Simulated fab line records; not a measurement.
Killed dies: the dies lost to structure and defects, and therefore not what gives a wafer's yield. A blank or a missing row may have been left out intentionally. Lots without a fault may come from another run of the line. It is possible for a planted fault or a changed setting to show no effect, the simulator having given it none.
One fault through the eyes of 2 desks -- flow berkeley cmos170 -- each desk holds nothing but its own numbers, with what lay behind them at the end

== AT THE TOOL OWNER'S DESK: pecvd-03 ==
The tool's own readings at UCB170_SPACER_CVD_00 (deposits SiO2 from TEOS/O2, target thk 376 nm, time 47 s): means of the sampled wafers that have a number, for each lot that ran on this tool. A lot is out of limits, marked OUT, if its mean lies more than 4 standard deviations from the usual mean; the brackets give that distance.
Columns: A = heater power w at UCB170_SPACER_CVD_00, usual 279 W; B = rf fwd power W at UCB170_SPACER_CVD_00, usual 544.3 W
lot,first seen here,A,B
L112,day 7 19:11,295,543.3
L114,day 8 03:37,303,543.3
L115,day 8 08:56,270,543.3
L118,day 8 20:56,262,542.2
L124,day 10 10:07,287,469.9 (-31) OUT
Finding of this desk: L124 out of limits; the first was L124 at day 10 10:07, on rf fwd power W at UCB170_SPACER_CVD_00. In limits: L112, L114, L115, L118.

== THE METROLOGY DESK ==
What the gauges read, lot by lot, whatever tool the lot ran on: means of the sampled wafers that have a number. A lot is out of limits, marked OUT, if its mean lies more than 4 standard deviations from the usual mean; the brackets give that distance.
Columns: A = GATE_POLY_THK at UCB170_GATE_THK_MEAS_05, usual 214.4 nm; B = SPACER_TEOS_THK at UCB170_SPACER_THK_MEAS_01, usual 375 nm; C = NLDD_RS at UCB170_SDANNEAL_RS_MEAS_05, usual 616.3 ohm/sq
lot,first seen here,A,B,C
L110,day 6 15:09,217.3,372,614.9
L111,day 6 15:13,217.8,373,617.3
L112,day 7 09:50,213.7,375,615.9
L114,day 7 20:21,214.5,378,615.8
L113,day 7 20:22,215.5,379,617.1
L115,day 8 02:59,213.4,371,615.9
L119,day 8 11:08,214.9,374,618.8
L120,day 8 11:09,217.8,378,615.6
L118,day 8 11:11,210.6,373,614.4
L124,day 10 02:51,214.8,355 (-4.5) OUT,615.4
L128,day 10 16:32,216.8,372,615.2
L130,day 11 18:20,215.8,377,618.1
L132,day 12 03:49,213.7,373,615.8
This desk finds L124 out of limits, with the earliest case on L124 at day 10 10:09 (SPACER_TEOS_THK at UCB170_SPACER_THK_MEAS_01). In limits: L110, L111, L112, L114, L113, L115, L119, L120, L118, L128, L130, L132.

== PUT TOGETHER ==
An alarm could have come from the tool owner's desk at day 10 10:07, on L124.
Metrology desk: alarm possible at day 10 10:09 on L124.
UCB170_SPACER_CVD_00 was run on pecvd-03 by each of the lots named.

== WHAT WAS PUT IN BY THE SIMULATOR ==
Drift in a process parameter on pecvd-03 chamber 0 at UCB170_SPACER_CVD_00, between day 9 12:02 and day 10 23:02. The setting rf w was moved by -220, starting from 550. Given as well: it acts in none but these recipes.
Struck lots among those shown: L124.
Time in hours from fault onset to the first out-of-limits reading at each desk: tool owner's desk 22, metrology desk 22.
